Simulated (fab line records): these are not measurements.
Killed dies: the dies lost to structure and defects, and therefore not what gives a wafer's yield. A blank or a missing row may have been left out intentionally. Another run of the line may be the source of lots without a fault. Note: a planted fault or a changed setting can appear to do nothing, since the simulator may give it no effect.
fab line records	flow berkeleyCmos170
record: lots: 5	wafers: 23
route steps=331 shown PLDD@148 NLDD@159 SDANNEAL@205 PSD@206 NSD@207 SILICIDE@211 CONTACT@226 M2@289 V2@294
startH: the number of hours between the record's first day and the start of the first shown wafer of the lot	waitH: time in hours since the lot's previous step	" the same as in the row above	L1.1+2: several wafers, shown together as one row	- either no value or no given start	* or withheld: withheld	< > ~ a bound
route shown NAME@n: names a module that has steps shown in the file, with the first one's number in the route	usual: the fault-free wafers' mean and standard deviation	same: alike in all rows	chamber/n: place in a boat	sites: the reading at each site	_std_site: the standard deviation of these	_edge_site: the outer-site mean with the inner-site mean subtracted	radiusMm: how far each site lies from the wafer's centre	mask NAME#n: copy n	behind: the tool/chamber that last shaped the wafer	hold: reason for holding the lot/hours on hold/outcome of the hold	device: transistor that didn't switch, given as n, p or np	end of line: tests run on the same wafers once the route is complete	step lacking rows: just its recipe	killed: dies that structure and defects cost at the first sort, which is not the same as the wafer's yield	map: per-die view of a wafer (x killed, . not killed, _ where there is no die)
set.NAME: setting as actually run; set.NAME@STEP: the setting as run at that earlier step	model.NAME: the simulator's own value behind a step, which no gauge read
lots whose settings were changed on purpose; a table a step, a row a wafer
== steps ==
step: UCB170_PLDD_EXPOSE_03
recipe: maskId: PSELECT	na: 0.5	sigmaOuter: 0.6	sourceShape: conventional	targetCdNm: 1200	doseMj: 30
lot.wafer	tool	chamber	startH	waitH	mask	set.doseMj
L077.1+2+4	krfScanner-02	0	188.45	0.2	PSELECT#0	30
L082.1+2+4+5+6	krfScanner-02	0	199.36	0.2	PSELECT#0	30
L084.1+6	krfScanner-01	0	199.60	0.3	PSELECT#0	30.98
L084.2+4+5	"	0	"	"	PSELECT#0	30
L080.2+4	krfScanner-02	0	199.90	0.4	PSELECT#0	30
L080.3+5+6	"	0	"	"	PSELECT#0	31.96
L083.1+3+6	krfScanner-01	0	200.12	0.6	PSELECT#0	30
L083.2+5	"	0	"	"	PSELECT#0	32.09
step: UCB170_PLDD_PEB_04
recipe: pebTempC: 130	pebTimeS: withheld	resist: KrF
step: UCB170_PLDD_DEVELOP_05
recipe: developer: TMAH	developTimeS: 45	resist: KrF	devTempC: 21
step: UCB170_PLDD_CD_MEAS_06
recipe: targetCdNm: 1200
usual: cdNm: 1200.2/1.4
lot.wafer	tool	chamber	startH	waitH	set.doseMj@PLDD_EXPOSE_03	cdNm
L077.1	cdSem-02	-	189.03	-	30	1201.8
L077.2	"	-	"	"	30	1201.4
L077.4	"	-	"	"	30	1201.7
L082.1	cdSem-01	-	200.41	-	30	1198.3
L082.2	"	-	"	"	30	1198.2
L082.4	"	-	"	"	30	1198.7
L082.5	"	-	"	"	30	1198.0
L082.6	"	-	"	"	30	1200.9
L084.1	cdSem-01	-	200.68	-	30.98	1206.1
L084.2	"	-	"	"	30	1199.1
L084.4	"	-	"	"	30	1200.3
L084.5	"	-	"	"	30	1200.4
L084.6	"	-	"	"	30.98	1207.1
L080.2	cdSem-01	-	200.89	-	30	1198.8
L080.3	"	-	"	"	31.96	1210.3
L080.4	"	-	"	"	30	1199.7
L080.5	"	-	"	"	31.96	1211.3
L080.6	"	-	"	"	31.96	1210.9
L083.1	cdSem-01	-	201.12	-	30	1199.0
L083.2	"	-	"	"	32.09	1212.5
L083.3	"	-	"	"	30	1201.8
L083.5	"	-	"	"	32.09	1214.3
L083.6	"	-	"	"	30	1202.4
step: UCB170_NLDD_COAT_01
recipe: resist: KrF	spinRpm: 1500	resistThkNm: 900
lot.wafer	tool	chamber	startH	waitH	set.resistThkNm	model.KrF_of_NLDD_COAT_01.thkNm
L077.1	lithoTrack-02	0	190.53	0.1	900	897.8
L077.2	"	0	"	"	900	897.5
L077.4	"	0	"	"	900	900.5
L082.1	lithoTrack-04	0	201.55	0.1	860.6	861.5
L082.2	"	0	"	"	900	901.4
L082.4	"	0	"	"	860.6	863.4
L082.5	"	0	"	"	900	899.1
L082.6	"	0	"	"	860.6	859.7
L084.1	lithoTrack-02	0	201.96	0.1	900	895.6
L084.2	"	0	"	"	900	894.6
L084.4	"	0	"	"	900	895.3
L084.5	"	0	"	"	900	897.8
L084.6	"	0	"	"	900	895
L080.2	lithoTrack-04	0	202.02	0.1	874.1	872.5
L080.3	"	0	"	"	900	899.4
L080.4	"	0	"	"	900	898.9
L080.5	"	0	"	"	874.1	873.4
L080.6	"	0	"	"	900	897.6
L083.1	lithoTrack-02	0	202.41	0.1	900	897.7
L083.2	"	0	"	"	900	899.5
L083.3	"	0	"	"	858	855.7
L083.5	"	0	"	"	858	857.4
L083.6	"	0	"	"	900	898.5
step: UCB170_NLDD_SOFTBAKE_02
recipe: resist: KrF	tempC: 130	timeS: 60
step: UCB170_NLDD_EXPOSE_03
recipe: maskId: NSELECT	na: 0.5	sigmaOuter: 0.6	sourceShape: conventional	targetCdNm: 1200	doseMj: 30
step: UCB170_NLDD_IMPLANT_08
recipe: species: As	doseCm2: 5e+13	energyKev: 30	tiltDeg: 7	rotationDeg: 0
step: UCB170_NLDD_IMPLANT_09
recipe: species: As	doseCm2: 5e+13	energyKev: 30	tiltDeg: 7	rotationDeg: 180
step: UCB170_NLDD_STRIP_10
recipe: chemistry: O2	powerW: 400	pressureMtorr: 3500	platenTempC: withheld	o2FlowSccm: 400	overashFraction: 0.5
usual: stripTimeToEndpointS: 21.60/0.05
lot.wafer	tool	chamber	startH	waitH	set.resistThkNm@NLDD_COAT_01	stripTimeToEndpointS
L077.1	plasmaAsher-01	1	191.85	0.1	900	21.58
L077.2	"	0	"	"	900	21.57
L077.4	"	0	"	"	900	21.64
L082.1	plasmaAsher-02	0	203.44	0.1	860.6	20.71
L082.2	"	1	"	"	900	21.67
L082.4	"	0	"	"	860.6	20.75
L082.5	"	0	"	"	900	21.60
L082.6	"	1	"	"	860.6	20.67
L084.1	plasmaAsher-03	0	203.52	0.1	900	21.52
L084.2	"	1	"	"	900	21.51
L084.4	"	0	"	"	900	21.51
L084.5	"	1	"	"	900	21.59
L084.6	"	0	"	"	900	21.52
L080.2	plasmaAsher-01	0	203.72	0.1	874.1	20.98
L080.3	"	0	"	"	900	21.62
L080.4	"	1	"	"	900	21.60
L080.5	"	0	"	"	874.1	20.98
L080.6	"	1	"	"	900	21.57
L083.1	plasmaAsher-02	1	203.84	0.1	900	21.57
L083.2	"	0	"	"	900	21.61
L083.3	"	0	"	"	858	20.58
L083.5	"	0	"	"	858	20.61
L083.6	"	1	"	"	900	21.59
step: UCB170_SDANNEAL_RTA_01
recipe: tempC: 1050	timeS: 5	ambient: N2
lot.wafer	tool	chamber	startH	waitH	set.timeS
L077.1+2+4	rtpAnneal-01	0	203.36	0.1	5
L084.1+2	rtpAnneal-01	0	217.93	0.1	5.3
L084.4+5+6	"	0	"	"	5
L083.1+2+3	rtpAnneal-02	0	218.12	0.1	5.202
L083.5+6	"	0	"	"	5
L082.1+2+5	rtpAnneal-02	0	218.31	0.1	4.377
L082.4+6	"	0	"	"	5
L080.2+5+6	rtpAnneal-01	0	219.03	0.1	5.58
L080.3+4	"	0	"	"	5
step: UCB170_SDANNEAL_RS_MEAS_02
recipe: thkMeasGauge: four-point-probe
usual: PSD_RS: 75.56/0.29
lot.wafer	tool	chamber	startH	waitH	set.timeS@SDANNEAL_RTA_01	PSD_RS[ohm/sq]
L077.1	filmMetro-04	-	203.55	0.2	5	75.25
L077.2	"	-	"	"	5	75.51
L077.4	"	-	"	"	5	75.27
L084.1	filmMetro-02	-	217.99	0.0	5.3	74.64
L084.2	"	-	"	"	5.3	-
L084.4	"	-	"	"	5	-
L084.5	"	-	"	"	5	75.32
L084.6	"	-	"	"	5	75.30
L083.1	filmMetro-01	-	218.18	0.0	5.202	75.12
L083.2	"	-	"	"	5.202	75.07
L083.3	"	-	"	"	5.202	75.05
L083.5	"	-	"	"	5	75.72
L083.6	"	-	"	"	5	75.59
L082.1	filmMetro-02	-	218.47	0.2	4.377	78.20
L082.2	"	-	"	"	4.377	78.30
L082.4	"	-	"	"	5	75.70
L082.5	"	-	"	"	4.377	78.23
L082.6	"	-	"	"	5	75.83
L080.2	filmMetro-01	-	219.10	0.1	5.58	73.43
L080.3	"	-	"	"	5	75.02
L080.4	"	-	"	"	5	75.33
L080.5	"	-	"	"	5.58	73.30
L080.6	"	-	"	"	5.58	73.37
step: UCB170_SDANNEAL_RS_MEAS_03
recipe: thkMeasGauge: four-point-probe
usual: NSD_RS: 37.25/0.11
lot.wafer	tool	chamber	startH	waitH	set.timeS@SDANNEAL_RTA_01	NSD_RS[ohm/sq]
L077.1	filmMetro-04	-	203.67	0.1	5	37.11
L077.2	"	-	"	"	5	37.24
L077.4	"	-	"	"	5	37.14
L084.1	filmMetro-02	-	218.11	0.1	5.3	37.25
L084.2	"	-	"	"	5.3	37.20
L084.4	"	-	"	"	5	37.50
L084.5	"	-	"	"	5	37.48
L084.6	"	-	"	"	5	37.43
L083.1	filmMetro-01	-	218.30	0.1	5.202	37.02
L083.2	"	-	"	"	5.202	37.08
L083.3	"	-	"	"	5.202	37.00
L083.5	"	-	"	"	5	37.17
L083.6	"	-	"	"	5	37.16
L082.1	filmMetro-02	-	218.59	0.1	4.377	37.67
L082.2	"	-	"	"	4.377	37.74
L082.4	"	-	"	"	5	37.19
L082.5	"	-	"	"	4.377	37.64
L082.6	"	-	"	"	5	37.25
L080.2	filmMetro-01	-	219.22	0.1	5.58	36.86
L080.3	"	-	"	"	5	37.20
L080.4	"	-	"	"	5	37.23
L080.5	"	-	"	"	5.58	36.84
L080.6	"	-	"	"	5.58	36.79
step: UCB170_SILICIDE_SPUTTER_01
recipe: material: Ti	targetThkNm: 30	timeS: 25	powerW: 1500	chamberPressurePa: 0.5
lot.wafer	tool	chamber	startH	waitH	set.timeS	model.Ti_of_SILICIDE_SPUTTER_01.thkNm
L077.1	pvdSputter-02	-	204.09	0.0	25	30.14
L077.2	"	-	"	"	25	29.85
L077.4	"	-	"	"	25	30.15
L084.1	pvdSputter-04	-	218.54	0.0	22.37	26.22
L084.2	"	-	"	"	22.37	26.71
L084.4	"	-	"	"	25	29.63
L084.5	"	-	"	"	22.37	26.84
L084.6	"	-	"	"	25	29.64
L083.1+5	pvdSputter-01	-	218.72	0.0	25	29.23
L083.2	"	-	"	"	25	29.77
L083.3	"	-	"	"	22.74	27.42
L083.6	"	-	"	"	22.74	27.47
L082.1	pvdSputter-04	-	219.02	0.0	21.59	25.42
L082.2	"	-	"	"	21.59	25.62
L082.4+6	"	-	"	"	25	29.94
L082.5	"	-	"	"	25	29.7
L080.2	pvdSputter-01	-	219.62	0.0	25	29.99
L080.3	"	-	"	"	28.67	33.65
L080.4	"	-	"	"	25	29.81
L080.5	"	-	"	"	25	29.02
L080.6	"	-	"	"	28.67	34.1
step: UCB170_SILICIDE_RS_MEAS_02
recipe: thkMeasGauge: four-point-probe	reads: Ti_of_SILICIDE_SPUTTER_01
usual: SILICIDE_TI_RS: 26.2/0.4
lot.wafer	tool	chamber	startH	waitH	set.timeS@SILICIDE_SPUTTER_01	SILICIDE_TI_RS[ohm/sq]
L077.1	filmMetro-04	-	204.13	0.0	25	26.0
L077.2	"	-	"	"	25	26.3
L077.4	"	-	"	"	25	26.0
L084.1	filmMetro-03	-	218.57	0.0	22.37	30.6
L084.2	"	-	"	"	22.37	30.0
L084.4	"	-	"	"	25	26.5
L084.5	"	-	"	"	22.37	29.8
L084.6	"	-	"	"	25	26.5
L083.1	filmMetro-01	-	218.75	0.0	25	26.9
L083.2	"	-	"	"	25	26.4
L083.3	"	-	"	"	22.74	29.0
L083.5	"	-	"	"	25	27.0
L083.6	"	-	"	"	22.74	28.9
L082.1	filmMetro-04	-	219.05	0.0	21.59	31.7
L082.2	"	-	"	"	21.59	31.4
L082.4	"	-	"	"	25	26.2
L082.5	"	-	"	"	25	26.4
L082.6	"	-	"	"	25	26.2
L080.2	filmMetro-03	-	219.67	0.0	25	26.1
L080.3	"	-	"	"	28.67	22.8
L080.4	"	-	"	"	25	26.3
L080.5	"	-	"	"	25	27.1
L080.6	"	-	"	"	28.67	22.5
step: UCB170_SILICIDE_THK_MEAS_03
recipe: thkMeasGauge: xrf	reads: Ti_of_SILICIDE_SPUTTER_01
usual: SILICIDE_TI_THK: 29.9/0.38
lot.wafer	tool	chamber	startH	waitH	set.timeS@SILICIDE_SPUTTER_01	SILICIDE_TI_THK[nm]
L077.1	filmMetro-04	-	204.25	0.1	25	30.0
L077.2	"	-	"	"	25	29.6
L077.4	"	-	"	"	25	30.0
L084.1	filmMetro-03	-	218.69	0.1	22.37	26.2
L084.2	"	-	"	"	22.37	26.8
L084.4	"	-	"	"	25	29.6
L084.5	"	-	"	"	22.37	26.9
L084.6	"	-	"	"	25	29.6
L083.1	filmMetro-01	-	218.87	0.1	25	29.3
L083.2	"	-	"	"	25	29.9
L083.3	"	-	"	"	22.74	27.6
L083.5	"	-	"	"	25	29.4
L083.6	"	-	"	"	22.74	27.6
L082.1	filmMetro-04	-	219.17	0.1	21.59	25.3
L082.2	"	-	"	"	21.59	25.5
L082.4	"	-	"	"	25	29.9
L082.5	"	-	"	"	25	29.5
L082.6	"	-	"	"	25	29.8
L080.2	filmMetro-03	-	219.78	0.1	25	30.0
L080.3	"	-	"	"	28.67	33.5
L080.4	"	-	"	"	25	29.8
L080.5	"	-	"	"	25	28.9
L080.6	"	-	"	"	28.67	34.2
step: UCB170_CONTACT_COAT_10
recipe: resist: KrF	spinRpm: 1500	resistThkNm: 900
lot.wafer	tool	chamber	startH	waitH	set.resistThkNm	model.KrF_of_CONTACT_COAT_10.thkNm
L077.1	lithoTrack-01	0	-	-	900	898.6
L077.2	"	0	"	"	900	899.9
L077.4	"	0	"	"	900	900.3
L083.1	lithoTrack-04	0	-	-	900	898.7
L083.2	"	0	"	"	914.9	913.4
L083.3	"	0	"	"	900	900.7
L083.5	"	0	"	"	914.9	916.3
L083.6	"	0	"	"	914.9	916.5
L084.1	lithoTrack-02	0	-	-	945.9	940.2
L084.2	"	0	"	"	945.9	944.8
L084.4	"	0	"	"	945.9	944
L084.5	"	0	"	"	900	896.1
L084.6	"	0	"	"	900	898.4
L080.2	lithoTrack-04	0	-	-	900	899.4
L080.3	"	0	"	"	900	901.6
L080.4	"	0	"	"	900	898.9
L080.5	"	0	"	"	923.7	924.9
L080.6	"	0	"	"	923.7	924.7
L082.1	lithoTrack-04	0	-	-	946.6	946
L082.2	"	0	"	"	900	898
L082.4	"	0	"	"	946.6	942.7
L082.5	"	0	"	"	946.6	947.3
L082.6	"	0	"	"	900	897.2
step: UCB170_CONTACT_ETCH_18
recipe: chemistry: CHF3/CF4/Ar	target: PSG	stopOn: TiSi2	CHF3_flow_sccm: 45	cf4FlowSccm: 15	Ar_flow_sccm: 150	pressureMtorr: 200	rfW: 700	targetDepthA: 8400	overEtchFrac: 0.2	timeS: 195
lot.wafer	tool	chamber	startH	waitH	set.rfW	set.resistThkNm@CONTACT_COAT_10	model.KrF_of_CONTACT_COAT_10.thkNm
L077.1	rieDiel-04	2	-	-	700	900	693.9
L077.2	"	1	"	"	700	900	691
L077.4	"	3	"	"	700	900	694.5
L084.1	rieDiel-03	1	-	-	700	945.9	731.8
L084.2	"	0	"	"	700	945.9	737.4
L084.4	"	3	"	"	618.3	945.9	744.7
L084.5	"	0	"	"	618.3	900	701.7
L084.6	"	3	"	"	700	900	687.5
L083.1	rieDiel-04	0	-	-	700	900	691.1
L083.2	"	2	"	"	700	914.9	705.3
L083.3	"	3	"	"	700	900	692.4
L083.5	"	2	"	"	700	914.9	709.5
L083.6	"	1	"	"	700	914.9	708.9
L080.2	rieDiel-01	3	-	-	758.6	900	678.4
L080.3	"	1	"	"	700	900	693.8
L080.4	"	2	"	"	700	900	688.4
L080.5	"	2	"	"	700	923.7	714.2
L080.6	"	1	"	"	758.6	923.7	709.3
L082.1	rieDiel-04	1	-	-	700	946.6	741.1
L082.2	"	2	"	"	700	900	690.7
L082.4	"	3	"	"	700	946.6	734.7
L082.5	"	1	"	"	700	946.6	740.5
L082.6	"	2	"	"	700	900	692.1
step: UCB170_M2_METAL_ETCH_18
recipe: chemistry: Cl2/BCl3	target: Al	stopOn: SiO2	pressureMtorr: 12	targetDepthA: 11700	overEtchFrac: 0.3	timeS: 195	icpW: 600	biasW: 120	Cl2_flow_sccm: 90	bcl3FlowSccm: 45
lot.wafer	tool	chamber	startH	waitH	set.timeS	model.KrF_of_M2_COAT_10.thkNm	model.SiO2_of_V1_CVD_00.thkNm	model.M2.cdNm
L077.1	rieMetal-03	1	220.31	-	195	192.5	938.5	697.2
L077.2	"	0	"	"	195	167.5	932.9	698.5
L077.4	"	1	"	"	195	192.3	938.7	698
L084.1	rieMetal-01	1	231.81	-	217	135	930.5	697.3
L084.2	"	0	"	"	195	179.5	933.5	699.5
L084.4	"	1	"	"	217	136.2	928.5	694.4
L084.5	"	1	"	"	217	136.3	930	694.2
L084.6	"	0	"	"	195	177.9	934.6	699.4
L083.1	rieMetal-04	1	233.27	-	223	132.6	928.8	694.8
L083.2	"	0	"	"	195	234.8	937.5	700.4
L083.3	"	1	"	"	195	235.6	939.2	703
L083.5	"	1	"	"	223	133	927	692.9
L083.6	"	0	"	"	223	140	927.9	692.6
L080.2	rieMetal-03	1	234.70	-	195	208.7	935.9	695.8
L080.3	"	1	"	"	195	212.3	937.8	696.8
L080.4	"	0	"	"	195	171.6	934.3	696.4
L080.5	"	0	"	"	195	173	932.4	697.2
L080.6	"	1	"	"	195	202	936.4	695.1
L082.1	rieMetal-04	1	235.70	-	195	221.3	939.2	703.9
L082.2	"	0	"	"	218.8	155.6	930.4	696.6
L082.4	"	1	"	"	218.8	150.8	928.5	692.6
L082.5	"	0	"	"	195	235	938.5	699.1
L082.6	"	1	"	"	195	229.3	937.2	704.4
step: UCB170_M2_STRIP_19
recipe: chemistry: O2	powerW: 400	pressureMtorr: 3500	platenTempC: withheld	o2FlowSccm: 400	overashFraction: 0.5
usual: oesProductAu: 0.534/0.022
lot.wafer	tool	chamber	startH	waitH	set.timeS@M2_METAL_ETCH_18	oesProductAu
L077.1	plasmaAsher-04	0	220.50	0.1	195	0.525
L077.2	"	1	"	"	195	0.496
L077.4	"	0	"	"	195	0.517
L084.1	plasmaAsher-01	1	232.00	0.1	217	0.460
L084.2	"	0	"	"	195	0.515
L084.4	"	0	"	"	217	0.464
L084.5	"	0	"	"	217	0.469
L084.6	"	1	"	"	195	0.509
L083.1	plasmaAsher-01	1	233.46	0.1	223	0.453
L083.2	"	0	"	"	195	0.568
L083.3	"	0	"	"	195	0.559
L083.5	"	1	"	"	223	0.456
L083.6	"	0	"	"	223	0.471
L080.2	plasmaAsher-01	1	234.89	0.1	195	0.537
L080.3	"	0	"	"	195	0.551
L080.4	"	1	"	"	195	0.505
L080.5	"	0	"	"	195	0.498
L080.6	"	1	"	"	195	0.533
L082.1	plasmaAsher-01	1	235.89	0.1	195	0.554
L082.2	"	0	"	"	218.8	0.476
L082.4	"	0	"	"	218.8	0.480
L082.5	"	1	"	"	195	0.564
L082.6	"	0	"	"	195	0.570
step: UCB170_M2_CD_MEAS_90
recipe: targetCdNm: 700
usual: cdNm: 699.5/2.8
lot.wafer	tool	chamber	startH	waitH	set.timeS@M2_METAL_ETCH_18	cdNm
L077.1	cdSem-02	-	220.60	0.1	195	697.2
L077.2	"	-	"	"	195	698.6
L077.4	"	-	"	"	195	698.0
L084.1	cdSem-02	-	232.10	0.1	217	697.6
L084.2	"	-	"	"	195	699.9
L084.4	"	-	"	"	217	694.4
L084.5	"	-	"	"	217	694.2
L084.6	"	-	"	"	195	699.2
L083.1	cdSem-02	-	233.56	0.1	223	694.6
L083.2	"	-	"	"	195	700.3
L083.3	"	-	"	"	195	702.7
L083.5	"	-	"	"	223	692.8
L083.6	"	-	"	"	223	692.5
L080.2	cdSem-02	-	235.01	0.1	195	696.2
L080.3	"	-	"	"	195	696.7
L080.4	"	-	"	"	195	696.3
L080.5	"	-	"	"	195	697.2
L080.6	"	-	"	"	195	694.9
L082.1	cdSem-01	-	236.08	0.2	195	704.1
L082.2	"	-	"	"	218.8	696.4
L082.4	"	-	"	"	218.8	692.8
L082.5	"	-	"	"	195	699.0
L082.6	"	-	"	"	195	704.5
step: UCB170_V2_CMP_02
recipe: material: SiO2	downForcePsi: 6	platenRpm: 60	padVelocityMS: 0.75398
lot.wafer	tool	chamber	startH	waitH	set.leaveAboveRefNm	model.SiO2_of_V2_CVD_00.thkNm
L077.1	cmp-01	3	220.93	0.1	1000	1000
L077.4	"	0	"	"	1000	1001
L077.2	"	1	"	"	1000	999.9
L084.4+6	cmp-02	2	232.44	0.0	1000	-
L084.1	"	0	"	"	1021	-
L084.2	"	1	"	"	1021	1022
L084.5	"	3	"	"	1021	1019
L083.3+1	cmp-02	1,3	233.90	0.0	1000	-
L083.2	"	2	"	"	1052	1052
L083.5	"	1	"	"	1052	-
L083.6	"	2	"	"	1000	999.2
L080.4	cmp-02	3	235.32	0.0	1000	996.7
L080.3+5	"	0	"	"	1063	-
L080.2	"	1	"	"	1000	999.5
L080.6	"	3	"	"	1063	1061
L082.4	cmp-01	0	236.73	0.0	1000	999.6
L082.2+5+6	"	1,0,1	"	"	1049	1048
L082.1	"	3	"	"	1000	1000
step: UCB170_V2_THK_MEAS_04
recipe: reads: SiO2_of_V2_CVD_00
usual: V2_POLISHED_THK: 999.6/1.3
lot.wafer	tool	chamber	startH	waitH	set.leaveAboveRefNm@V2_CMP_02	V2_POLISHED_THK[nm]
L077.1	filmMetro-04	-	221.35	0.1	1000	999.1
L077.2	"	-	"	"	1000	1000.5
L077.4	"	-	"	"	1000	1001.5
L084.1	filmMetro-02	-	232.86	0.1	1021	1020.6
L084.2	"	-	"	"	1021	1023.0
L084.4	"	-	"	"	1000	1000.2
L084.5	"	-	"	"	1021	1018.9
L084.6	"	-	"	"	1000	999.8
L083.1	filmMetro-02	-	234.32	0.1	1000	998.0
L083.2	"	-	"	"	1052	1051.5
L083.3	"	-	"	"	1000	999.8
L083.5	"	-	"	"	1052	1051.9
L083.6	"	-	"	"	1000	999.8
L080.2	filmMetro-03	-	235.75	0.1	1000	999.7
L080.3	"	-	"	"	1063	1063.9
L080.4	"	-	"	"	1000	995.9
L080.5	"	-	"	"	1063	1062.1
L080.6	"	-	"	"	1063	1060.6
L082.1	filmMetro-03	-	237.15	0.1	1000	1001.1
L082.2	"	-	"	"	1049	1048.6
L082.4	"	-	"	"	1000	999.0
L082.5	"	-	"	"	1049	1048.4
L082.6	"	-	"	"	1049	1048.1
== key ==
split: step: UCB170_PLDD_EXPOSE_03	setting: doseMj	stated: 30	by: wafer
response: step: UCB170_PLDD_CD_MEAS_06	reading: cdNm	change: +1.8	per: 1%	r: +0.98
split: step: UCB170_NLDD_COAT_01	setting: resistThkNm	stated: 900	by: wafer
response: step: UCB170_NLDD_COAT_01	reading: model.KrF_of_NLDD_COAT_01.thkNm	change: +8.94	per: 1%	r: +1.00
response: step: UCB170_NLDD_STRIP_10	reading: stripTimeToEndpointS	change: *	per: 1%	r: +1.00
split: step: UCB170_SDANNEAL_RTA_01	setting: timeS	stated: 5	by: wafer
response: step: UCB170_SDANNEAL_RS_MEAS_02	reading: PSD_RS	change: -0.173	per: 1%	r: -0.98
response: step: UCB170_SDANNEAL_RS_MEAS_03	reading: NSD_RS	change: -0.0358	per: 1%	r: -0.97
split: step: UCB170_SILICIDE_SPUTTER_01	setting: timeS	stated: 25	by: wafer
response: step: UCB170_SILICIDE_SPUTTER_01	reading: model.Ti_of_SILICIDE_SPUTTER_01.thkNm	change: +0.289	per: 1%	r: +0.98
response: step: UCB170_SILICIDE_RS_MEAS_02	reading: SILICIDE_TI_RS	change: -0.315	per: 1%	r: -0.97
response: step: UCB170_SILICIDE_THK_MEAS_03	reading: SILICIDE_TI_THK	change: +0.289	per: 1%	r: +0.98
split: step: UCB170_CONTACT_COAT_10	setting: resistThkNm	stated: 900	by: wafer
response: step: UCB170_CONTACT_COAT_10	reading: model.KrF_of_CONTACT_COAT_10.thkNm	change: +9.16	per: 1%	r: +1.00
response: step: UCB170_CONTACT_ETCH_18	reading: model.KrF_of_CONTACT_COAT_10.thkNm	change: +8.94	per: 1%	r: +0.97
split: step: UCB170_CONTACT_ETCH_18	setting: rfW	stated: 700	by: wafer
response none clear
split: step: UCB170_M2_METAL_ETCH_18	setting: timeS	stated: 195	by: wafer
response: step: UCB170_M2_METAL_ETCH_18	reading: model.KrF_of_M2_COAT_10.thkNm	change: -5.89	per: 1%	r: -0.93
response: step: UCB170_M2_METAL_ETCH_18	reading: model.SiO2_of_V1_CVD_00.thkNm	change: -0.636	per: 1%	r: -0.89
response: step: UCB170_M2_METAL_ETCH_18	reading: model.M2.cdNm	change: -0.542	per: 1%	r: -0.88
response: step: UCB170_M2_STRIP_19	reading: oesProductAu	change: -0.00636	per: 1%	r: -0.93
response: step: UCB170_M2_CD_MEAS_90	reading: cdNm	change: -0.542	per: 1%	r: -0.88
split: step: UCB170_V2_CMP_02	setting: leaveAboveRefNm	stated: 1000	by: wafer
response: step: UCB170_V2_CMP_02	reading: model.SiO2_of_V2_CVD_00.thkNm	change: +9.98	per: 1%	r: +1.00
response: step: UCB170_V2_THK_MEAS_04	reading: V2_POLISHED_THK	change: +10.1	per: 1%	r: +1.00
